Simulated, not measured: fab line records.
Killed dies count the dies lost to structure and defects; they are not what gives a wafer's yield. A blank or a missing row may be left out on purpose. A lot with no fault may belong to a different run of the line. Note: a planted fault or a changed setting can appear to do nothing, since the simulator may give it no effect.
Problem report, 8D (eight disciplines) form, completed by code / flow berkeley cmos170 / the parts of the form that need people (team, actions taken, sign-off) are left out

1. WHAT WENT WRONG
At UCB170_PSD_IMPLANT_08, dose ions cm2 averages 3e+15 over 6 wafers from 2 lots, while fault-free wafers read 3e+15, standard deviation 3.4e+12. That puts it +11 standard deviations away from the usual mean.
First seen on wafer L512.2, day 12 19:35, on implanter-03. At this step, 42 wafers from 14 lots have a number in the record. The rule behind "out" and "out of limits": a value lying over 4 standard deviations away from the usual mean. The other wafers with a number count as sound.

2. WHAT IT IS; WHAT IT IS NOT
question=which readings at this step | is=dose ions cm2 | is not=beam on s
question=which lots | is=L511, L512 | is not=L491, L492, L493, L494, L495, L496, L497, L498, L499, L503, L509, L513
question=which wafers of those lots | is=all that have a number | is not=-
question=read on which tools | is=implanter-03 | is not=implanter-02, implanter-04
question=when | is=from day 12 19:35 | is not=up to then (33 sound wafers); but 3 sound wafers of L513 came after

3. THE SUSPECTS, EACH WITH WHAT RULES IT OUT
Counting: a tool stays on the suspect list if, at a process step up to the reading, it processed all lots that are out and no sound lot following the first of them.
- implanter-03 at UCB170_PSD_IMPLANT_08: kept. All lots that are out passed through it, beginning with L512 at day 12 19:35, and no sound lot followed; its final sound lot before that point was L503 at day 10 02:58. Its own readings are out on those wafers: dose ions cm2.
The count leaves implanter-03 at UCB170_PSD_IMPLANT_08.

4. THE CAUSE (what the simulator had put in)
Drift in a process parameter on implanter-03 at UCB170_PSD_IMPLANT_08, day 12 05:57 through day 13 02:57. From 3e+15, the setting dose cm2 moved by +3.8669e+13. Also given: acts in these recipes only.
Only this tool survived the counting.

5. THE EFFECT CHAIN, in route order
Each row: a reading whose mean over the struck wafers that have a number lies more than 3 standard deviations from the usual. Only readings for which the record gives a usual standard deviation are gone through. hours: the time from each lot's start at the first step in this table that gives one to its start at this step, as a median over the lots. sigmas: the change in usual standard deviations.
hours=0; step=UCB170_PSD_IMPLANT_08; reading=dose ions cm2; usual=3e+15; on struck wafers=3e+15; change=+4e+13; sigmas=+11
Here are the process steps it includes:
- UCB170_PSD_IMPLANT_08

6. HOW IT WOULD HAVE BEEN CAUGHT EARLIER
14 hours passed between the start of the fault at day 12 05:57 and the first reading out of limits in this record, taken at day 12 19:35.
